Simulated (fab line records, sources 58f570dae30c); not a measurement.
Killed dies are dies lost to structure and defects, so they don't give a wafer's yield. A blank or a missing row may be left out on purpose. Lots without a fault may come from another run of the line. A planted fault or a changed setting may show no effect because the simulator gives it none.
fab line records | flow berkeley_cmos170
record lots=5 wafers=23
route steps=331 shown PLDD@149 NLDD@166 NSD@195 BACKSIDE@201 CONTACT@217 M1@245
start_h: hours from the record's first day to the start of the lot's first wafer shown | wait_h: hours since the lot's step before | " the same as in the row above | L1.1+2: a row that stands for several wafers | - no value, or no start given | * or withheld: withheld | < > ~ a bound
route shown NAME@n: a module of which the file shows steps, and the number in the route of the first | usual: mean/standard deviation of fault-free wafers | same: alike in all rows | chamber/n: place in a boat | sites: the reading at each site | _std_site: their standard deviation | _edge_site: outer sites' mean less inner sites' | radius_mm: how far each site lies from the wafer's centre | mask NAME#n: copy n | behind: the tool/chamber that last shaped the wafer | hold: why the lot was held/for how many hours/how that ended | device: the transistor (n, p or np) that didn't switch | end of line: the same wafers' tests at the end of the route | a step without rows: its recipe alone | killed: dies lost to structure and defects at the first sort, not the wafer's yield | map: a wafer's dies, x killed, . not, _ none there
set.NAME: the setting as run; set.NAME@STEP: as run at that earlier step | model.NAME: the simulator's own value behind a step, which no gauge read
lots whose settings were changed on purpose; a table a step, a row a wafer
## steps
# step UCB170_PLDD_PEB_04
# recipe peb_temp_c=130 peb_time_s=withheld resist=KrF
# columns lot.wafer tool chamber start_h wait_h set.peb_temp_c
L074.1+2+3+4+6 litho_track-03 0 118.98 1.0 130
L077.1+2+5 litho_track-03 0 139.70 0.8 126.2
L077.3+6 " 0 " " 130
L076.2+5 litho_track-04 0 139.84 0.7 130
L076.3+4+6 " 0 " " 128.7
L079.1+3+6 litho_track-03 0 152.97 0.1 130
L080.1+3 litho_track-02 0 160.77 0.1 132.3
L080.2+4+5 " 0 " " 130
# step UCB170_PLDD_DEVELOP_05
# recipe developer=TMAH develop_time_s=45 resist=KrF dev_temp_c=21
# step UCB170_PLDD_CD_MEAS_06
# recipe target_cd_nm=1200
# usual cd_nm=1200.0/1.1
# columns lot.wafer tool chamber start_h wait_h set.peb_temp_c@PLDD_PEB_04 cd_nm
L074.1 cd_sem-01 - 119.25 - 130 1200.2
L074.2 " - " " 130 1200.4
L074.3 " - " " 130 1200.6
L074.4 " - " " 130 1200.4
L074.6 " - " " 130 1199.8
L077.1 cd_sem-01 - 139.98 - 126.2 1171.5
L077.2 " - " " 126.2 1172.0
L077.3 " - " " 130 1200.5
L077.5 " - " " 126.2 1169.4
L077.6 " - " " 130 1201.8
L076.2 cd_sem-01 - 140.12 - 130 1200.2
L076.3 " - " " 128.7 1189.7
L076.4 " - " " 128.7 1190.2
L076.5 " - " " 130 1200.6
L076.6 " - " " 128.7 1191.1
L079.1 cd_sem-02 - 153.25 - 130 1199.8
L079.3 " - " " 130 1200.4
L079.6 " - " " 130 1199.8
L080.1 cd_sem-02 - 161.05 - 132.3 1213.2
L080.2 " - " " 130 1198.5
L080.3 " - " " 132.3 1214.2
L080.4 " - " " 130 1199.6
L080.5 " - " " 130 1198.0
# step UCB170_NLDD_IMPLANT_08
# recipe species=As dose_cm2=5e+13 energy_kev=30 tilt_deg=7 rotation_deg=0
# columns lot.wafer tool chamber start_h wait_h set.dose_cm2
L074.1+2+4 implanter-03 0 122.60 0.0 5e+13
L074.3+6 " 0 " " 4.697e+13
L077.1+2+3+5+6 implanter-03 0 142.97 0.0 5e+13
L076.2+3+6 implanter-04 0 143.25 0.0 4.72e+13
L076.4+5 " 0 " " 5e+13
L079.1+3+6 implanter-03 0 155.31 0.0 5e+13
L080.1+2+3+4+5 implanter-04 0 162.84 0.0 5e+13
# step UCB170_NLDD_STRIP_10
# recipe chemistry=O2 power_w=400 pressure_mtorr=3500 platen_temp_c=withheld o2_flow_sccm=400 overash_fraction=0.5
# usual strip_time_to_endpoint_s=21.59/0.07
# columns lot.wafer tool chamber start_h wait_h set.o2_flow_sccm strip_time_to_endpoint_s
L074.1 plasma_asher-02 1 122.90 0.1 400 21.77
L074.2 " 0 " " 400 21.76
L074.3 " 0 " " 400 21.69
L074.4 " 1 " " 400 21.65
L074.6 " 0 " " 400 21.71
L077.1 plasma_asher-01 1 143.27 0.1 400 21.56
L077.2 " 0 " " 417.3 21.43
L077.3 " 1 " " 400 21.52
L077.5 " 1 " " 417.3 21.44
L077.6 " 0 " " 417.3 21.45
L076.2 plasma_asher-01 0 143.53 0.1 400 21.53
L076.3 " 0 " " 425.1 21.42
L076.4 " 1 " " 425.1 21.38
L076.5 " 1 " " 425.1 21.39
L076.6 " 0 " " 400 21.57
L079.1 plasma_asher-02 0 155.61 0.1 400 21.56
L079.3 " 0 " " 400 21.59
L079.6 " 1 " " 400 21.59
L080.1 plasma_asher-02 1 163.14 0.1 400 21.51
L080.2 " 0 " " 400 21.51
L080.3 " 1 " " 345.1 22.00
L080.4 " 0 " " 345.1 21.98
L080.5 " 0 " " 345.1 21.96
# step UCB170_NSD_IMPLANT_08
# recipe species=P dose_cm2=3e+15 energy_kev=40 tilt_deg=7
# columns lot.wafer tool chamber start_h wait_h set.energy_kev model.implant.drp_nm
L074.1+2 implanter-01 0 131.60 0.0 40 21.16
L074.3+4+6 " 0 " " 39.37 20.87
L077.1+2+3+5+6 implanter-04 0 151.07 0.0 40 21.16
L076.2+5+6 implanter-02 0 151.37 0.0 40.78 21.5
L076.3+4 " 0 " " 40 21.16
L079.1+3+6 implanter-02 0 164.45 0.0 40 21.16
L080.1+2+3+4+5 implanter-02 0 172.38 0.0 40 21.16
# step UCB170_NSD_STRIP_09
# recipe chemistry=O2 power_w=400 pressure_mtorr=3500 platen_temp_c=withheld o2_flow_sccm=400 overash_fraction=0.5
# usual strip_time_to_endpoint_s=35.78/0.073
# columns lot.wafer tool chamber start_h wait_h set.energy_kev@NSD_IMPLANT_08 strip_time_to_endpoint_s
L074.1 plasma_asher-01 0 131.75 0.1 40 35.72
L074.2 " 1 " " 40 35.77
L074.3 " 0 " " 39.37 35.45
L074.4 " 1 " " 39.37 35.46
L074.6 " 0 " " 39.37 35.46
L077.1 plasma_asher-03 1 151.22 0.1 40 35.82
L077.2 " 0 " " 40 35.91
L077.3 " 1 " " 40 35.83
L077.5 " 0 " " 40 35.92
L077.6 " 1 " " 40 35.76
L076.2 plasma_asher-01 0 151.49 0.1 40.78 36.10
L076.3 " 1 " " 40 35.71
L076.4 " 0 " " 40 35.73
L076.5 " 0 " " 40.78 36.05
L076.6 " 1 " " 40.78 36.03
L079.1 plasma_asher-01 0 164.60 0.1 40 35.80
L079.3 " 0 " " 40 35.76
L079.6 " 0 " " 40 35.72
L080.1 plasma_asher-03 0 172.53 0.1 40 35.76
L080.2 " 1 " " 40 35.79
L080.3 " 0 " " 40 35.65
L080.4 " 1 " " 40 35.74
L080.5 " 1 " " 40 35.76
# step UCB170_BACKSIDE_SOFTBAKE_02
# recipe resist=KrF temp_c=130 time_s=60
# columns lot.wafer tool chamber start_h wait_h set.temp_c
L074.1+2+3 litho_track-02 0 132.39 0.1 132.7
L074.4+6 " 0 " " 130
L077.1+2+3+5+6 litho_track-03 0 152.06 0.1 130
L076.2+3+4 litho_track-04 0 152.17 0.1 133.9
L076.5+6 " 0 " " 130
L079.1+3+6 litho_track-02 0 165.23 0.1 130
L080.1+4+5 litho_track-04 0 173.69 0.1 130
L080.2+3 " 0 " " 132.1
# step UCB170_BACKSIDE_STRIP_03
# recipe chemistry=O2 power_w=400 pressure_mtorr=3500 platen_temp_c=withheld o2_flow_sccm=400 overash_fraction=0.5
# step UCB170_BACKSIDE_CLEAN_04
# recipe chemistry=SPM temp_c=120 time_s=600
# step UCB170_SDANNEAL_RS_MEAS_05
# recipe thk_meas_gauge=four-point-probe
# usual NLDD_RS=617.1/1.6
# columns lot.wafer tool chamber start_h wait_h set.dose_cm2@NLDD_IMPLANT_08 NLDD_RS[ohm/sq]
L074.1 film_metro-01 - 133.30 0.1 5e+13 617.6
L074.2 " - " " 5e+13 617.0
L074.3 " - " " 4.697e+13 630.7
L074.4 " - " " 5e+13 617.1
L074.6 " - " " 4.697e+13 631.1
L077.1 film_metro-01 - 152.97 0.1 5e+13 615.5
L077.2 " - " " 5e+13 617.7
L077.3 " - " " 5e+13 614.8
L077.5 " - " " 5e+13 616.5
L077.6 " - " " 5e+13 615.8
L076.2 film_metro-03 - 153.08 0.1 4.72e+13 633.7
L076.3 " - " " 4.72e+13 632.6
L076.4 " - " " 5e+13 621.4
L076.5 " - " " 5e+13 620.7
L076.6 " - " " 4.72e+13 632.4
L079.1 film_metro-04 - 166.14 0.1 5e+13 617.6
L079.3 " - " " 5e+13 617.0
L079.6 " - " " 5e+13 615.3
L080.1 film_metro-04 - 174.60 0.1 5e+13 616.9
L080.2 " - " " 5e+13 615.9
L080.3 " - " " 5e+13 616.6
L080.4 " - " " 5e+13 617.3
L080.5 " - " " 5e+13 615.8
# step UCB170_CONTACT_CVD_01
# recipe material=PSG target_thk_nm=700 temp_c=450 precursor=SiH4/O2/PH3 time_s=2820 pressure_mtorr=300 sih4_flow_sccm=60 o2_flow_sccm=90 ph3_flow_sccm=25
# columns lot.wafer tool chamber start_h wait_h set.ph3_flow_sccm model.PSG_of_CONTACT_CVD_01.thk_nm
L074.1 - - - 1.1 22.16 688.2
L074.2 " - " " 22.16 689
L074.3 " - " " 22.16 686.7
L074.4 " - " " 22.16 689.2
L074.6 " - " " 22.16 689.7
L077.1 - - - 0.0 28.5 720.4
L077.2 " - " " 28.5 712.5
L077.3+5 " - " " 28.5 719.6
L077.6 " - " " 28.5 718.9
L076.2 - - - 0.9 21.63 674.3
L076.3 " - " " 21.63 674
L076.4 " - " " 21.63 676.5
L076.5 " - " " 21.63 677.9
L076.6 " - " " 21.63 674.7
L079.1 lpcvd-01 1 169.55 0.0 25 698.2
L079.3 " 1 " " 25 698.8
L079.6 " 1 " " 25 703.1
L080.1 - - - 0.0 23.36 689.9
L080.2 " - " " 23.36 691.7
L080.3 " - " " 23.36 695.1
L080.4 " - " " 23.36 688.5
L080.5 " - " " 23.36 695.3
# step UCB170_CONTACT_THK_MEAS_02
# recipe reads=PSG_of_CONTACT_CVD_01
# usual CONTACT_PSG_THK=700/5.6
# columns lot.wafer tool chamber start_h wait_h set.ph3_flow_sccm@CONTACT_CVD_01 CONTACT_PSG_THK[nm]
L074.1 film_metro-03 - - - 22.16 688
L074.2 " - " " 22.16 689
L074.3 " - " " 22.16 686
L074.4 " - " " 22.16 689
L074.6 " - " " 22.16 690
L077.1 film_metro-03 - - - 28.5 720
L077.2 " - " " 28.5 712
L077.3 " - " " 28.5 719
L077.5 " - " " 28.5 720
L077.6 " - " " 28.5 719
L076.2 film_metro-01 - - - 21.63 674
L076.3 " - " " 21.63 674
L076.4 " - " " 21.63 676
L076.5 " - " " 21.63 678
L076.6 " - " " 21.63 675
L079.1 film_metro-03 - 171.33 0.0 25 698
L079.3 " - " " 25 698
L079.6 " - " " 25 703
L080.1 film_metro-01 - - - 23.36 690
L080.2 " - " " 23.36 692
L080.3 " - " " 23.36 694
L080.4 " - " " 23.36 689
L080.5 " - " " 23.36 695
# step UCB170_CONTACT_EXPOSE_12
# recipe mask_id=CONT target_cd_nm=700 na=0.5 sigma_outer=0.6 source_shape=conventional dose_mj=35
# columns lot.wafer tool chamber start_h wait_h mask set.dose_mj
L074.1+2+3+4+6 krf_scanner-02 0 138.59 - CONT#0 35
L077.1+2+3+5+6 krf_scanner-01 0 156.86 - CONT#0 35
L076.2+6 krf_scanner-02 0 157.94 - CONT#0 35
L076.3+4+5 " 0 " " CONT#0 37.26
L079.1+3+6 krf_scanner-02 0 174.11 - CONT#0 35
L080.1+2+3+4+5 krf_scanner-01 0 181.20 - CONT#0 35
# step UCB170_CONTACT_PEB_13
# recipe peb_temp_c=130 peb_time_s=withheld resist=KrF
# step UCB170_CONTACT_DEVELOP_14
# recipe developer=TMAH develop_time_s=45 resist=KrF dev_temp_c=21
# step UCB170_CONTACT_ETCH_17
# recipe chemistry=N2/H2 target_depth_a=withheld overetch_a=withheld target=BARC time_s=withheld source_w=500 bias_w=100 pressure_mtorr=30 n2_flow_sccm=100 h2_flow_sccm=200
# step UCB170_CONTACT_ETCH_18
# recipe chemistry=CHF3/CF4/Ar target=PSG stop_on=TiSi2 CHF3_flow_sccm=45 cf4_flow_sccm=15 Ar_flow_sccm=150 pressure_mtorr=200 rf_w=700 target_depth_a=8400 over_etch_frac=0.2 time_s=195
# columns lot.wafer tool chamber start_h wait_h set.ph3_flow_sccm@CONTACT_CVD_01 model.etch.depth_nm model.CONTACT.feature_depth_nm
L074.1 rie_diel-03 0 - - 22.16 688.2 688.2
L074.2 " 1 " " 22.16 689 689
L074.3 " 2 " " 22.16 - 686.7
L074.4 " 3 " " 22.16 - 689.2
L074.6 " 3 " " 22.16 - 689.7
L077.1 rie_diel-01 1 - - 28.5 720.4 720.4
L077.2 " 3 " " 28.5 - 712.5
L077.3+5 " 2,3 " " 28.5 - 719.6
L077.6 " 1 " " 28.5 - 718.9
L076.2 rie_diel-03 1 - - 21.63 674.3 674.3
L076.3 " 0 " " 21.63 674 674
L076.4 " 0 " " 21.63 676.5 676.5
L076.5 " 1 " " 21.63 677.9 677.9
L076.6 " 2 " " 21.63 674.7 674.7
L079.1 rie_diel-02 0 - - 25 698.2 698.2
L079.3 " 3 " " 25 698.8 698.8
L079.6 " 0 " " 25 703.1 703.1
L080.1 rie_diel-03 1 - - 23.36 - 689.9
L080.2 " 3 " " 23.36 - 691.7
L080.3 " 2 " " 23.36 695.1 695.1
L080.4 " 0 " " 23.36 688.5 688.5
L080.5 " 1 " " 23.36 - 695.3
# step UCB170_M1_PEB_07
# recipe peb_temp_c=130 peb_time_s=withheld resist=KrF
# columns lot.wafer tool chamber start_h wait_h set.peb_temp_c
L074.1+2+3+4+6 litho_track-04 0 142.26 0.6 130
L077.1+2+6 litho_track-03 0 159.12 0.2 130
L077.3+5 " 0 " " 129
L076.2+3+5 litho_track-04 0 160.34 0.4 130
L076.4+6 " 0 " " 127.2
L079.1+3+6 litho_track-04 0 177.37 0.5 130
L080.1+4 litho_track-04 0 183.63 0.3 130
L080.2+3+5 " 0 " " 126.2
# step UCB170_M1_DEVELOP_08
# recipe developer=TMAH develop_time_s=45 resist=KrF dev_temp_c=21
# step UCB170_M1_CD_MEAS_09
# recipe target_cd_nm=700
# usual cd_nm=700.0/1.3
# columns lot.wafer tool chamber start_h wait_h set.peb_temp_c@M1_PEB_07 cd_nm
L074.1 cd_sem-02 - 142.54 - 130 699.4
L074.2 " - " " 130 700.9
L074.3 " - " " 130 700.4
L074.4 " - " " 130 699.5
L074.6 " - " " 130 701.0
L077.1 cd_sem-02 - 159.70 - 130 698.1
L077.2 " - " " 130 698.3
L077.3 " - " " 129 704.9
L077.5 " - " " 129 705.3
L077.6 " - " " 130 698.7
L076.2 cd_sem-02 - 160.61 - 130 700.0
L076.3 " - " " 130 700.3
L076.4 " - " " 127.2 720.5
L076.5 " - " " 130 700.5
L076.6 " - " " 127.2 720.0
L079.1 cd_sem-02 - 177.64 - 130 698.8
L079.3 " - " " 130 699.5
L079.6 " - " " 130 699.1
L080.1 cd_sem-01 - 183.90 - 130 702.4
L080.2 " - " " 126.2 729.9
L080.3 " - " " 126.2 728.8
L080.4 " - " " 130 700.3
L080.5 " - " " 126.2 730.8
# step UCB170_M1_ETCH_11
# recipe chemistry=N2/H2 target_depth_a=withheld overetch_a=withheld target=BARC time_s=withheld source_w=500 bias_w=100 pressure_mtorr=30 n2_flow_sccm=100 h2_flow_sccm=200
# columns lot.wafer tool chamber start_h wait_h set.peb_temp_c@M1_PEB_07 model.M1.cd_nm
L074.1 rie_diel-03 1 142.69 0.0 130 699
L074.2+3 " 0,2 " " 130 701
L074.4 " 3 " " 130 698.1
L074.6 " 3 " " 130 700
L077.1 rie_diel-03 0 159.85 0.0 130 697.8
L077.2 " 1 " " 130 697.7
L077.3 " 2 " " 129 705.2
L077.5 " 2 " " 129 705.6
L077.6 " 0 " " 130 698.2
L076.2 rie_diel-02 1 160.75 0.0 130 701.2
L076.3 " 2 " " 130 701.3
L076.4 " 3 " " 127.2 721.4
L076.5 " 3 " " 130 701.8
L076.6 " 2 " " 127.2 721.2
L079.1+6 rie_diel-03 2,1 177.80 0.0 130 699
L079.3 " 1 " " 130 699.4
L080.1 rie_diel-04 1 184.06 0.0 130 702.3
L080.2 " 0 " " 126.2 730.1
L080.3 " 0 " " 126.2 729.4
L080.4 " 1 " " 130 700.4
L080.5 " 0 " " 126.2 730.8
# step UCB170_M1_METAL_ETCH_12
# recipe chemistry=Cl2/BCl3 target=Al stop_on=PSG pressure_mtorr=12 target_depth_a=7800 over_etch_frac=0.3 time_s=130 icp_w=600 bias_w=120 Cl2_flow_sccm=90 bcl3_flow_sccm=45
# usual oes_product_au=0.853/0.018
# columns lot.wafer tool chamber start_h wait_h set.time_s set.peb_temp_c@M1_PEB_07 oes_product_au model.KrF_of_M1_COAT_04.thk_nm model.M1.cd_nm
L074.1 rie_metal-03 1 142.74 - 130 130 0.844 430.3 700.3
L074.2 " 0 " " 119.4 130 0.897 468.9 703.7
L074.3 " 1 " " 130 130 0.842 426.2 702.1
L074.4 " 0 " " 119.4 130 0.894 465 701.9
L074.6 " 1 " " 119.4 130 0.886 461.3 702.8
L077.1 rie_metal-04 1 159.90 - 130 130 0.871 413.7 698.9
L077.2 " 1 " " 130 130 0.874 406.4 699.5
L077.3 " 1 " " 130 129 0.876 409.9 706.1
L077.5 " 1 " " 130 129 0.875 411.9 706.5
L077.6 " 1 " " 130 130 0.876 412.6 698.7
L076.2 rie_metal-02 0 160.83 - 130 130 0.832 449.1 697.6
L076.3 " 0 " " 134.9 130 0.828 431 698.5
L076.4 " 0 " " 134.9 127.2 0.825 429 716.8
L076.5 " 0 " " 130 130 0.827 443.1 698.8
L076.6 " 0 " " 130 127.2 0.831 442.6 718.3
L079.1 rie_metal-03 1 177.84 - 130 130 0.846 431 697.4
L079.3 " 1 " " 130 130 0.849 434.4 700
L079.6 " 0 " " 130 130 0.860 431.9 700.8
L080.1 rie_metal-02 0 184.12 - 130 130 0.838 440.7 698.8
L080.2 " 1 " " 130 126.2 0.834 430.8 729.7
L080.3 " 0 " " 114 126.2 0.901 490.9 729
L080.4 " 1 " " 114 130 0.903 491.2 703.5
L080.5 " 0 " " 114 126.2 0.896 494.7 730.9
# step UCB170_M1_STRIP_13
# recipe chemistry=O2 power_w=400 pressure_mtorr=3500 platen_temp_c=withheld o2_flow_sccm=400 overash_fraction=0.5
# step UCB170_M1_CD_MEAS_90
# recipe target_cd_nm=700
# usual cd_nm=700.0/1.9
# columns lot.wafer tool chamber start_h wait_h set.peb_temp_c@M1_PEB_07 cd_nm
L074.1 cd_sem-01 - 142.97 0.1 130 700.3
L074.2 " - " " 130 703.9
L074.3 " - " " 130 702.0
L074.4 " - " " 130 702.0
L074.6 " - " " 130 702.7
L077.1 cd_sem-02 - 160.26 0.1 130 699.0
L077.2 " - " " 130 699.5
L077.3 " - " " 129 705.8
L077.5 " - " " 129 706.6
L077.6 " - " " 130 698.4
L076.2 cd_sem-02 - 161.19 0.1 130 697.7
L076.3 " - " " 130 698.6
L076.4 " - " " 127.2 716.8
L076.5 " - " " 130 698.9
L076.6 " - " " 127.2 718.3
L079.1 cd_sem-01 - 178.07 0.1 130 697.4
L079.3 " - " " 130 700.2
L079.6 " - " " 130 700.7
L080.1 cd_sem-02 - 184.36 0.1 130 698.5
L080.2 " - " " 126.2 729.5
L080.3 " - " " 126.2 729.2
L080.4 " - " " 130 703.6
L080.5 " - " " 126.2 730.5
## key
split step=UCB170_PLDD_PEB_04 setting=peb_temp_c stated=130 by=wafer
response step=UCB170_PLDD_CD_MEAS_06 reading=cd_nm change=+9.86 per=1% r=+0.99
split step=UCB170_NLDD_IMPLANT_08 setting=dose_cm2 stated=5e+13 by=wafer
response step=UCB170_SDANNEAL_RS_MEAS_05 reading=NLDD_RS change=-2.19 per=1% r=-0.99
split step=UCB170_NLDD_STRIP_10 setting=o2_flow_sccm stated=400 by=wafer
response step=UCB170_NLDD_STRIP_10 reading=strip_time_to_endpoint_s change=* per=1% r=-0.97
split step=UCB170_NSD_IMPLANT_08 setting=energy_kev stated=40 by=wafer
response step=UCB170_NSD_IMPLANT_08 reading=model.implant.drp_nm change=+0.179 per=1% r=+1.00
response step=UCB170_NSD_STRIP_09 reading=strip_time_to_endpoint_s change=* per=1% r=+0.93
split step=UCB170_BACKSIDE_SOFTBAKE_02 setting=temp_c stated=130 by=wafer
response none clear
split step=UCB170_CONTACT_CVD_01 setting=ph3_flow_sccm stated=25 by=lot
response step=UCB170_CONTACT_CVD_01 reading=model.PSG_of_CONTACT_CVD_01.thk_nm change=+1.38 per=1% r=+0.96
response step=UCB170_CONTACT_THK_MEAS_02 reading=CONTACT_PSG_THK change=+1.38 per=1% r=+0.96
response step=UCB170_CONTACT_ETCH_18 reading=model.etch.depth_nm change=+1.6 per=1% r=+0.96
response step=UCB170_CONTACT_ETCH_18 reading=model.CONTACT.feature_depth_nm change=+1.38 per=1% r=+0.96
split step=UCB170_CONTACT_EXPOSE_12 setting=dose_mj stated=35 by=wafer
response none clear
split step=UCB170_M1_PEB_07 setting=peb_temp_c stated=130 by=wafer
response step=UCB170_M1_CD_MEAS_09 reading=cd_nm change=-9.55 per=1% r=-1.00
response step=UCB170_M1_ETCH_11 reading=model.M1.cd_nm change=-9.63 per=1% r=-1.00
response step=UCB170_M1_METAL_ETCH_12 reading=model.M1.cd_nm change=-9.51 per=1% r=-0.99
response step=UCB170_M1_CD_MEAS_90 reading=cd_nm change=-9.48 per=1% r=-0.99
split step=UCB170_M1_METAL_ETCH_12 setting=time_s stated=130 by=wafer
response step=UCB170_M1_METAL_ETCH_12 reading=oes_product_au change=-0.00517 per=1% r=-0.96
response step=UCB170_M1_METAL_ETCH_12 reading=model.KrF_of_M1_COAT_04.thk_nm change=-4.53 per=1% r=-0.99
